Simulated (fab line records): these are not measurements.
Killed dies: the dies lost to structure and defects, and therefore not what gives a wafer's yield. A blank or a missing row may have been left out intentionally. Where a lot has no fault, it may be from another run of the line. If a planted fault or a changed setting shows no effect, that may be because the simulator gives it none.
8D (eight disciplines) problem report, filled in by code + flow ritCmos + the parts of the form that need people (team, actions taken, sign-off) are left out

== 1. THE PROBLEM ==
Mean of heaterPowerTotalW at RIT_NLDD_HARDBAKE_07: 63.15 W across 9 wafers in 3 lots; on wafers with no fault it is 62.55 W (standard deviation 0.046). Relative to the usual mean, that is a shift of +13 standard deviations.
The step: time 60 s.
First seen on wafer L337.2, day 5 23:32, on lithoTrack-04. The record has a number at this step for 45 wafers belonging to 15 lots. The rule behind "out" and "out of limits": a value lying over 4 standard deviations away from the usual mean. The rest of the wafers with a number are treated as sound.

== 2. WHAT THIS IS AND IS NOT ==
| question                    | is                            | is not                                                                                       |
|-----------------------------|-------------------------------|----------------------------------------------------------------------------------------------|
| which readings at this step | heaterPowerTotalW, plateTempC | -                                                                                            |
| which lots                  | L337, L338, L339              | L325, L326, L327, L330, L331, L332, L336, L340, L342, L344, L345, L347                       |
| which wafers of those lots  | all that have a number        | -                                                                                            |
| read on which tools         | lithoTrack-04                 | lithoTrack-02, lithoTrack-03                                                                 |
| when                        | from day 5 23:32              | up to then (21 sound wafers); but 15 sound wafers of L340, L342, L344, L345, L347 came after |

== 3. THE SUSPECTS, EACH WITH WHAT RULES IT OUT ==
Counting: any tool at a process step up to the reading is kept as a suspect provided that every lot that is out went through it and no sound lot did after the first of them.
- lithoTrack-04 at RIT_NLDD_HARDBAKE_07 (time 60 s): kept. It processed each lot that is out, first L337 at day 5 23:32, and no sound lot thereafter; up to then, the last sound lot it processed was L327 at day 3 07:49. Out on those wafers are its own readings of heaterPowerTotalW, plateTempC.
The count leaves lithoTrack-04 at RIT_NLDD_HARDBAKE_07.

== 4. THE CAUSE (what the simulator had put in) ==
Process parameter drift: lithoTrack-04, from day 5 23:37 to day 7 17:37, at RIT_NLDD_HARDBAKE_07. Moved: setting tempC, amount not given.
Counting left only this tool.

== 5. THE EFFECT CHAIN, in route order ==
Rows list readings where the struck wafers' mean (over those with a number) sits beyond 3 standard deviations from the usual. Only readings whose record carries a usual standard deviation are examined. hours: median over the lots of the time between each lot's start at the first step of this table that gives one and its start at this step. sigmas: the change, counted in usual standard deviations.
| hours | step                 | reading           | usual    | on struck wafers | change | sigmas |
|-------|----------------------|-------------------|----------|------------------|--------|--------|
| 0     | RIT_NLDD_HARDBAKE_07 | heaterPowerTotalW | 62.55 W  | 63.15            | +0.60  | +13    |
| 0     | RIT_NLDD_HARDBAKE_07 | plateTempC        | 140.03 C | 141.00           | +0.97  | +7.5   |
The process steps in it:
- RIT_NLDD_HARDBAKE_07: time 60 s.
Later steps that measure or inspect, where all struck wafers having a row at the step show a number for every such reading and not one has moved that far: RIT_M1_OVL_MEAS_10.

== 6. WHAT WOULD HAVE CAUGHT IT SOONER ==
In this record the first reading out of limits was taken at day 5 23:32.
